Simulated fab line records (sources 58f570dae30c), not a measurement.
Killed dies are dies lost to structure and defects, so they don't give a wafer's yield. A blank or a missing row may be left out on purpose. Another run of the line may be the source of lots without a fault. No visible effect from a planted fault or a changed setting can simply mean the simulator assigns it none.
Code-filled problem report in 8D (eight disciplines) form -- flow berkeley_cmos170 -- the parts of the form that need people (team, actions taken, sign-off) are left out

== 1. THE PROBLEM ==
Wafers free of any fault read 524 (standard deviation 5.3) for NVT_TW at UCB170_NVT_TW_MEAS_09, against a mean of 554 on 6 wafers of 2 lots. Measured from the usual mean, that is +5.8 standard deviations.
The first sign was on wafer L171.3 at day 8 23:10, on film_metro-01. Wafers with a number at this step in the record: 42, from 14 lots. Rule for "out", or "out of limits": more than 4 standard deviations from the usual mean. The rest of the wafers with a number are treated as sound.

== 2. WHAT IT IS; WHAT IT IS NOT ==
question,is,is not
which readings at this step,NVT_TW,-
which lots,"L171, L178","L159, L160, L162, L163, L164, L165, L166, L173, L179, L180, L181, L182"
which wafers of those lots,all that have a number,-
read on which gauges,"film_metro-01, film_metro-03",film_metro-02
when,from day 8 23:10,"up to then (24 sound wafers); but 12 sound wafers of L179, L180, L181, L182 came after"

== 3. SUSPECTS, AND WHAT RULES EACH OUT ==
Counting: any tool at a process step up to the reading is kept as a suspect provided that every lot that is out went through it and no sound lot did after the first of them.
- the gauge at UCB170_NVT_TW_MEAS_09 has been ruled out. 2 gauges (film_metro-01, film_metro-03) read the wafers that are out.
- implanter-04 at UCB170_NVT_IMPLANT_07: kept. It processed each lot that is out, first L171 at day 8 22:57, and no sound lot thereafter; up to then, the last sound lot it processed was L173 at day 8 22:32. Its own readings are out on those wafers: beam_on_s, end_station_pressure_torr, faraday_current_uA.
The count leaves implanter-04 at UCB170_NVT_IMPLANT_07.

== 4. THE CAUSE (what the simulator had put in) ==
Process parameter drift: implanter-04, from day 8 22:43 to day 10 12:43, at UCB170_NVT_IMPLANT_07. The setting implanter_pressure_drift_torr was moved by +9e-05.
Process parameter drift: implanter-04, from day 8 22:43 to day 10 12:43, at UCB170_NVT_IMPLANT_07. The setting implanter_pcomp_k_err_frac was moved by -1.
This tool alone remained once counting was done.

== 5. THE EFFECT CHAIN, in route order ==
One row per reading whose mean, taken over the struck wafers that have a number, lies over 3 standard deviations from the usual. Only readings whose record carries a usual standard deviation are examined. hours: median over the lots of the time between each lot's start at the first step of this table that gives one and its start at this step. sigmas: the change, counted in usual standard deviations.
hours,step,reading,usual,on struck wafers,change,sigmas
0,UCB170_NVT_IMPLANT_07,beam_on_s,10.02 s,12.09,+2.07,+10
0,UCB170_NVT_IMPLANT_07,end_station_pressure_torr,5e-06 Torr,1e-04,+9e-05,+99 or more
0,UCB170_NVT_IMPLANT_07,faraday_current_uA,9.62,8.05,-1.57,-8.3
0,UCB170_NVT_TW_MEAS_09,NVT_TW,524,554,+30,+5.8
Its process steps:
- UCB170_NVT_IMPLANT_07
Later measuring or inspecting steps at which every struck wafer that the step has a row for has a number for every such reading, and none has moved that far: UCB170_PSD_OVL_MEAS_07, UCB170_NSD_CD_MEAS_06.

== 6. HOW IT WOULD HAVE BEEN CAUGHT EARLIER ==
Counted from the fault's start at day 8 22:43, it took 0 hours until the first out-of-limits reading at a measuring or inspecting step in this record, taken at day 8 23:10.
The tool's own readings at UCB170_NVT_IMPLANT_07 were out on every struck wafer that the step has a row for (beam_on_s, end_station_pressure_torr, faraday_current_uA): an alarm limit on them would have fired on the first of those.
Lots out: 2; of these, L178 started UCB170_NVT_IMPLANT_07 on implanter-04 after day 8 23:10. Had the tool been put on hold then, it would have been spared.
